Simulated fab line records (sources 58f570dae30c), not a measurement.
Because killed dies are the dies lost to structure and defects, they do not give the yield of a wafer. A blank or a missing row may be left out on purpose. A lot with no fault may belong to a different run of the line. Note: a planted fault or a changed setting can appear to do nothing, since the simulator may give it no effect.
Which tool did it?	flow berkeley_cmos170	42 wafers from 14 lots sampled at 5 of the route's 331 steps

== WHAT THE GAUGES SHOWED, per wafer ==
UCB170_PFIELD_TW_MEAS_09. Usual: PFIELD_TW gives 603.3 (standard deviation 2.5).
lot	measured	on	PFIELD_TW	flag
L864	day 5 00:25	film_metro-03	601.0 602.0 604.9	
L865	day 5 16:34	film_metro-03	604.0 603.0 602.2	
L867	day 6 12:57	film_metro-01	697.6 698.4 700.0	OFF
L868	day 6 12:52	film_metro-04	606.1 601.4 606.9	
L869	day 6 13:08	film_metro-04	606.1 603.8 603.9	
L871	day 6 12:35	film_metro-01	602.5 603.0 604.8	
L875	day 7 08:48	film_metro-03	695.2 693.7 696.4	OFF
L876	day 7 07:47	film_metro-03	599.8 602.8 600.0	
L879	day 7 19:17	film_metro-04	605.7 604.2 603.4	
L881	day 8 20:56	film_metro-03	607.0 604.3 603.2	
L882	day 8 20:14	film_metro-01	601.9 607.3 600.8	
L885	day 9 09:10	film_metro-01	604.5 604.9 603.5	
L886	day 9 19:04	film_metro-04	606.8 605.7 606.4	
L887	day 9 19:16	film_metro-01	604.4 602.0 604.2	

UCB170_CONTACT_THK_MEAS_02. Usual: CONTACT_PSG_THK gives 704 nm (standard deviation 6.2).
lot	measured	on	CONTACT_PSG_THK (nm)	flag
L864	day 8 05:27	film_metro-03	704 706 701	
L865	day 8 19:04	film_metro-04	696 699 696	
L867	day 9 16:41	film_metro-03	699 701 698	
L868	day 9 16:38	film_metro-03	702 701 700	
L869	day 9 14:51	film_metro-02	703 708 708	
L871	day 9 16:38	film_metro-04	700 701 703	
L875	day 10 11:55	film_metro-03	707 706 708	
L876	day 10 13:41	film_metro-03	709 710 711	
L879	day 11 03:07	film_metro-04	702 704 704	
L881	day 11 18:53	film_metro-03	717 716 710	
L882	day 11 19:19	film_metro-03	694 698 696	
L885	day 12 07:38	film_metro-03	715 731 716	
L886	day 12 20:47	film_metro-02	709 701 704	
L887	day 12 19:00	film_metro-03	698 698 705	

UCB170_CONTACT_OVL_MEAS_16. Usual: CONTACT_OVL gives 1 nm (standard deviation 5.1).
lot	measured	on	CONTACT_OVL (nm)	flag
L864	day 8 07:32	overlay-02	5 6 0	
L865	day 8 22:05	overlay-01	4 10 1	
L867	day 9 20:14	overlay-01	5 -5 -1	
L868	day 9 19:25	overlay-02	-1 -13 -5	
L869	day 9 16:47	overlay-02	4 2 7	
L871	day 9 20:07	overlay-01	6 8 3	
L875	day 10 14:03	overlay-01	-3 0 -2	
L876	day 10 16:11	overlay-02	4 -5 1	
L879	day 11 06:46	overlay-02	3 11 7	
L881	day 11 21:26	overlay-02	0 -8 -8	
L882	day 11 22:13	overlay-01	2 8 1	
L885	day 12 09:33	overlay-01	13 9 13	
L886	day 12 23:33	overlay-02	4 5 4	
L887	day 12 20:57	overlay-02	-3 1 -5	

== EACH LOT AND THE TOOL THAT RAN IT (in order: tool; ch and the chambers of the sampled wafers; start) ==
lot	UCB170_ZERO_ETCH_06	UCB170_PFIELD_IMPLANT_07
L864	rie_diel-04 ch 0,1, day 1 22:51	implanter-01 ch 0, day 5 00:11
L865	rie_diel-04 ch 0,1, day 2 07:14	implanter-01 ch 0, day 5 16:20
L867	rie_diel-03 ch 0,1, day 2 18:52	implanter-01 ch 0, day 6 12:38
L868	rie_diel-04 ch 1,2, day 2 19:05	implanter-02 ch 0, day 6 12:38
L869	rie_diel-03 ch 0,2,3, day 3 09:27	implanter-02 ch 0, day 6 12:54
L871	rie_diel-04 ch 1,2, day 3 09:34	implanter-01 ch 0, day 6 12:21
L875	rie_diel-02 ch 0,3, day 4 03:32	implanter-01 ch 0, day 7 08:34
L876	rie_diel-03 ch 0,2,3, day 4 10:04	implanter-04 ch 0, day 7 07:32
L879	rie_diel-02 ch 1,3, day 4 22:06	implanter-04 ch 0, day 7 19:04
L881	rie_diel-02 ch 1,2, day 5 10:46	implanter-04 ch 0, day 8 20:41
L882	rie_diel-04 ch 0,3, day 5 15:26	implanter-04 ch 0, day 8 20:01
L885	rie_diel-02 ch 0,1,3, day 6 05:45	implanter-04 ch 0, day 9 08:56
L886	rie_diel-02 ch 1,2,3, day 6 12:50	implanter-01 ch 0, day 9 18:50
L887	rie_diel-04 ch 0,1,2, day 6 17:26	implanter-04 ch 0, day 9 19:01
- UCB170_ZERO_ETCH_06: etches SiO2 in CHF3/CF4/Ar, time 12 s.
- UCB170_PFIELD_IMPLANT_07

== WHAT THE TOOLS THEMSELVES READ (means of the sampled wafers that have a number; where no wafer has one, the mark that the record gives instead) ==
UCB170_ZERO_ETCH_06. Usual: drypump_motor_current_A 5.8 A, standard deviation 0.39; oes_product_au 0.617 a.u., standard deviation 0.0084; throttle_valve_pct 9.23 %, standard deviation 0.13.
lot	tool	drypump_motor_current_A (A)	oes_product_au (a.u.)	throttle_valve_pct (%)	flag
L864	rie_diel-04	6.1	0.616	9.04	
L865	rie_diel-04	5.9	0.617	9.02	
L867	rie_diel-03	5.6	0.615	9.30	
L868	rie_diel-04	5.4	0.621	9.19	
L869	rie_diel-03	5.9	0.626	9.32	
L871	rie_diel-04	5.4	0.616	9.18	
L875	rie_diel-02	6.1	0.614	9.35	
L876	rie_diel-03	5.9	0.623	9.32	
L879	rie_diel-02	5.8	0.621	9.17	
L881	rie_diel-02	5.6	0.625	9.16	
L882	rie_diel-04	5.9	0.611	9.11	
L885	rie_diel-02	6.0	0.615	9.27	
L886	rie_diel-02	5.7	0.614	9.23	
L887	rie_diel-04	5.6	0.619	9.09	

UCB170_PFIELD_IMPLANT_07. Usual: dose_ions_cm2 1.9999e+13, standard deviation 2.4e+10; faraday_current_uA 63.4, standard deviation 1.4.
lot	tool	dose_ions_cm2	faraday_current_uA	flag
L864	implanter-01	1.9982e+13	63.1	
L865	implanter-01	2.0002e+13	63.4	
L867	implanter-01	3.1967e+13	102.8	OFF
L868	implanter-02	2.0015e+13	63.1	
L869	implanter-02	1.9985e+13	63.5	
L871	implanter-01	2.0006e+13	63.3	
L875	implanter-01	3.1998e+13	99.9	OFF
L876	implanter-04	1.9996e+13	63.0	
L879	implanter-04	1.9960e+13	63.1	
L881	implanter-04	1.9993e+13	64.0	
L882	implanter-04	1.9971e+13	62.4	
L885	implanter-04	2.0015e+13	64.1	
L886	implanter-01	1.9993e+13	64.6	
L887	implanter-04	2.0030e+13	64.2	

== THE ANSWER, worked out from the rows above alone ==
Rule: a lot is off if the mean of its wafers that have a number lies more than 3 standard deviations from the usual mean. Also off: a lot with no number at a reading for which 4 or more lots have one. Any other lot the step has rows for is counted as sound. First the gauges in route order, then the tools' own readings, where a lot's mean is used as printed above. At the first step where some lot is off, the reading lying furthest off is the one used; lots without a number count as furthest.
Off: L867, L875, at UCB170_PFIELD_TW_MEAS_09 (PFIELD_TW).
If a tool, at a process step before that reading, ran all the lots that are off and no sound lot after the first of them, it fits. The gauges at UCB170_PFIELD_TW_MEAS_09 aren't tried: what is off there is off at UCB170_PFIELD_IMPLANT_07 too, on other tools, and a gauge's error can't cause that. Of those tried, none fits.

== WHAT THE SIMULATOR HAD INSERTED ==
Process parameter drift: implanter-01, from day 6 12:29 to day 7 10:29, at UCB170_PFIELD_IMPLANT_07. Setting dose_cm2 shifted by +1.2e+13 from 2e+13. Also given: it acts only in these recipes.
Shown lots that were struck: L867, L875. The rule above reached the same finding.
